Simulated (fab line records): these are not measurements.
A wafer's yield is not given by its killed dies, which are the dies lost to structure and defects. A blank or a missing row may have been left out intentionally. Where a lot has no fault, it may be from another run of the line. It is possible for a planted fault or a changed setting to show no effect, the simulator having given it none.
Shared-tool check | flow berkeley cmos170 | 39 wafers sampled across 13 lots

THE REASON FOR OPENING IT
On 1 of the 13 lots, a flag is raised at UCB170_CONTACT_CD_MEAS_15 on the reading cd nm. Fault-free wafers read 699.9 nm, with a standard deviation of 1.4.
Rule: flag the lot when none of its wafers has a number, or when each of its wafers that has one lies beyond 4 standard deviations from that mean. All remaining lots are regarded as sound.

lot  | measured     | on        | cd nm (nm), wafer by wafer | flag
L854 | day 6 17:14  | cd sem-01 | 699.0 699.6 697.7          |
L855 | day 7 06:53  | cd sem-01 | 701.0 701.3 701.3          |
L856 | day 7 07:09  | cd sem-02 | 701.9 703.0 701.8          |
L858 | day 7 16:56  | cd sem-02 | 698.7 698.5 698.4          |
L857 | day 7 17:04  | cd sem-01 | 697.3 697.6 698.4          |
L860 | day 8 05:44  | cd sem-02 | 701.5 702.1 701.4          |
L863 | day 8 12:34  | cd sem-01 | 699.5 699.6 699.7          |
L866 | day 9 06:12  | cd sem-01 | 749.9 749.6 750.2          | FLAGGED
L873 | day 10 17:55 | cd sem-01 | 698.3 699.5 698.1          |
L875 | day 11 01:16 | cd sem-01 | 701.9 700.8 703.5          |
L877 | day 11 03:09 | cd sem-01 | 699.0 697.8 699.5          |
L876 | day 11 03:31 | cd sem-01 | 701.7 701.6 700.9          |
L874 | day 11 03:42 | cd sem-01 | 699.6 699.6 701.0          |
Average over the flagged lots: 749.9 nm; offset from the usual +50.0 nm, equal to +36 standard deviations.

TOOL THAT RAN EACH LOT
The record keeps 1 process step preceding the reading, out of 331 steps on the route. Each cell gives the tool, then ch followed by the chambers the sampled wafers passed through, then the start.
lot  | flag    | UCB170_CONTACT_EXPOSE_12
L854 |         | krf scanner-02 ch 0, day 6 16:49
L855 |         | krf scanner-01 ch 0, day 7 06:04
L856 |         | krf scanner-02 ch 0, day 7 06:44
L858 |         | krf scanner-02 ch 0, day 7 16:31
L857 |         | krf scanner-02 ch 0, day 7 16:40
L860 |         | krf scanner-02 ch 0, day 8 05:02
L863 |         | krf scanner-01 ch 0, day 8 12:01
L866 | FLAGGED | krf scanner-02 ch 0, day 9 05:49
L873 |         | krf scanner-02 ch 0, day 10 17:08
L875 |         | krf scanner-01 ch 0, day 11 00:25
L877 |         | krf scanner-01 ch 0, day 11 02:46
L876 |         | krf scanner-01 ch 0, day 11 03:01
L874 |         | krf scanner-01 ch 0, day 11 03:11
What the steps here do:
- UCB170_CONTACT_EXPOSE_12: exposes mask CONT, target cd 700 nm.
- UCB170_CONTACT_CD_MEAS_15: target cd 700 nm.

FLAGGED AGAINST TOTAL, ONE TOOL AT A TIME (gauges that did the reading follow at the end)
step                      | tool           | lots run | flagged | share of the flagged lots | sound lots run after its first flagged lot
UCB170_CONTACT_EXPOSE_12  | krf scanner-01 | 6        | 0       | none                      | -
UCB170_CONTACT_EXPOSE_12  | krf scanner-02 | 7        | 1       | all                       | 1 (L873)
UCB170_CONTACT_CD_MEAS_15 | cd sem-01      | 10       | 1       | all                       | 5 (L873,L875,L877,L876,L874)
UCB170_CONTACT_CD_MEAS_15 | cd sem-02      | 3        | 0       | none                      | -

WHAT IS ALLOWED BY THE TABLE
2 rows of the table ran every flagged lot: krf scanner-02 at UCB170_CONTACT_EXPOSE_12, cd sem-01 at UCB170_CONTACT_CD_MEAS_15.
- krf scanner-02 at UCB170_CONTACT_EXPOSE_12 ran 7 lots, 1 of them flagged. Sound lots ran on it after the first flagged one (L873), which a lasting fault on the whole tool wouldn't allow.
- cd sem-01 at UCB170_CONTACT_CD_MEAS_15 ran 10 lots, 1 of them flagged. Sound lots ran on it after the first flagged one (L873, L875, L877, L876, L874), which a lasting fault on the whole tool wouldn't allow.
Not one row of the table ran every flagged lot while running no sound lot after the first.

WHAT THE SIMULATOR PUT IN
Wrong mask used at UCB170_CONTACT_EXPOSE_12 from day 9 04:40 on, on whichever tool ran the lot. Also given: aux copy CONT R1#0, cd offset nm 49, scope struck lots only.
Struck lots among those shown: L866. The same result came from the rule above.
